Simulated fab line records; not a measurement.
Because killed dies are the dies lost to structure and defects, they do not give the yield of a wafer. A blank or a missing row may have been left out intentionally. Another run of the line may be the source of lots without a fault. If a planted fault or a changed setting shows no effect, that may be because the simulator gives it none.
Code-filled problem report in 8D (eight disciplines) form | flow berkeley cmos170 | the parts of the form that need people (team, actions taken, sign-off) are left out

== 1. PROBLEM STATEMENT ==
Across 9 wafers from 3 lots, GATE_OVL at UCB170_GATE_OVL_MEAS_13 averages -130 nm, while fault-free wafers read 1 nm with a standard deviation of 5. Relative to the usual mean, that is a shift of -26 standard deviations.
First seen on wafer L154.1, day 9 03:40, on overlay-01. The record has a number at this step for 45 wafers belonging to 15 lots. By rule, "out" or "out of limits" means more than 4 standard deviations away from the usual mean. All remaining wafers that have a number are taken as sound.

== 2. WHAT IT IS, WHAT IT ISN'T ==
question                    | is                     | is not
which readings at this step | GATE_OVL               | -
which lots                  | L154, L156, L157       | L145, L146, L148, L149, L150, L153, L155, L159, L161, L162, L167, L168
which wafers of those lots  | all that have a number | -
read on which gauges        | overlay-01, overlay-02 | -
when                        | from day 9 03:40       | up to then (18 sound wafers); but 18 sound wafers of L155, L159, L161, L162, L167, L168 came after

== 3. SUSPECTS, AND WHAT RULES EACH OUT ==
Counting: a tool at any process step up to the reading remains a suspect when it ran all the lots that are out and ran no sound lot after the first of those.
- the gauge at UCB170_GATE_OVL_MEAS_13 has been ruled out. The wafers that are out were read on 2 gauges (overlay-01, overlay-02).
- krf scanner-02 at UCB170_GATE_EXPOSE_09 (exposes mask POLY, target cd 350 nm): kept. It processed each lot that is out, first L154 at day 9 03:03, and no sound lot thereafter; up to then, the last sound lot it processed was L150 at day 8 10:54.
The count leaves krf scanner-02 at UCB170_GATE_EXPOSE_09.

== 4. THE CAUSE (what the simulator had put in) ==
Scanner matching overlay: krf scanner-02, from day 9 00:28 on, at UCB170_GATE_EXPOSE_09. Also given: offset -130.
The count eliminated every tool but this one.

== 5. THE CHAIN OF EFFECTS, in route order ==
Each row: a reading whose mean over the struck wafers that have a number lies more than 3 standard deviations from the usual. Only readings whose record carries a usual standard deviation are examined. hours: median over the lots of the time between each lot's start at the first step of this table that gives one and its start at this step. sigmas: the change, counted in usual standard deviations.
hours | step                    | reading  | usual | on struck wafers | change | sigmas
0     | UCB170_GATE_OVL_MEAS_13 | GATE_OVL | 1 nm  | -130             | -131   | -26

== 6. WHAT WOULD HAVE CAUGHT IT SOONER ==
The first out-of-limits reading at a measuring or inspecting step in this record came at day 9 03:40, 3 hours after the fault's start at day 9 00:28.
Among the 3 lots that are out, L156, L157 began UCB170_GATE_EXPOSE_09 on krf scanner-02 after day 9 03:40. A hold on the tool at that time would have spared those 2.
